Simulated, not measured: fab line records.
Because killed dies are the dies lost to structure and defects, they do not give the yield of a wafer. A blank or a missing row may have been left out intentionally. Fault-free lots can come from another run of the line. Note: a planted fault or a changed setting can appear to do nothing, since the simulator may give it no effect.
Problem report in the 8D (eight disciplines) form, filled by code + flow berkeley_cmos170 + the parts of the form that need people (team, actions taken, sign-off) are left out

1. PROBLEM STATEMENT
At UCB170_GATE_ETCH_15, run_length_s averages 101.0 s over 6 wafers from 2 lots, while fault-free wafers read 84.6 s, standard deviation 0.57. Relative to the usual mean, that is a shift of +29 standard deviations.
The step: etches poly-Si in HBr/Cl2, stops on SiO2, time 56.3 s, target depth 278.2 nm.
First observed at day 8 20:43: wafer L824.2, on rie_si-02. The record holds 18 wafers of 6 lots with a number at this step. Rule for "out" (also "out of limits"): further than 4 standard deviations from the usual mean. The rest of the wafers with a number are treated as sound.

2. WHAT IT IS, AND WHAT IT ISN'T
| question                    | is                           | is not                                                                   |
|-----------------------------|------------------------------|--------------------------------------------------------------------------|
| which readings at this step | run_length_s, oes_product_au | drypump_motor_current_A, throttle_valve_pct                              |
| which lots                  | L824, L825                   | L816, L817, L832, L839                                                   |
| which wafers of those lots  | all that have a number       | -                                                                        |
| read on which tools         | rie_si-02                    | rie_si-01                                                                |
| when                        | from day 8 20:43             | up to then (6 sound wafers); but 6 sound wafers of L832, L839 came after |

3. THE SUSPECTS, EACH WITH WHAT RULES IT OUT
Counting: a tool stays on the suspect list if, at a process step up to the reading, it processed all lots that are out and no sound lot following the first of them.
- rie_si-02 at UCB170_GATE_ETCH_15 (etches poly-Si in HBr/Cl2, stops on SiO2, time 56.3 s, target depth 278.2 nm): kept. It ran every lot that is out, first L824 (day 8 20:43), and no sound lot after that; its last sound lot up to then is L816 (day 7 12:34). Out on those wafers are its own readings of oes_product_au, run_length_s.
Remaining after the count: rie_si-02 at UCB170_GATE_ETCH_15.

4. THE CAUSE (what the simulator had put in)
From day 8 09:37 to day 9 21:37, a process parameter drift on rie_si-02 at UCB170_GATE_ETCH_15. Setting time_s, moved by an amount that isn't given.
This tool alone remained once counting was done.

5. THE CHAIN OF EFFECTS, in route order
One row per reading whose mean, taken over the struck wafers that have a number, lies over 3 standard deviations from the usual. Only readings for which the record gives a usual standard deviation are gone through. hours: the time from each lot's start at the first step in this table that gives one to its start at this step, as a median over the lots. sigmas: the change in usual standard deviations.
| hours | step                | reading        | usual      | on struck wafers | change | sigmas |
|-------|---------------------|----------------|------------|------------------|--------|--------|
| 0     | UCB170_GATE_ETCH_15 | oes_product_au | 0.830 a.u. | 0.702            | -0.128 | -13    |
| 0     | UCB170_GATE_ETCH_15 | run_length_s   | 84.6 s     | 101.0            | +16.4  | +29    |
Process steps it contains:
- UCB170_GATE_ETCH_15: etches poly-Si in HBr/Cl2, stops on SiO2, time 56.3 s, target depth 278.2 nm.

6. HOW IT WOULD HAVE BEEN CAUGHT EARLIER
In this record the first reading out of limits was taken at day 8 20:43, 11 hours after the fault began at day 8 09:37.
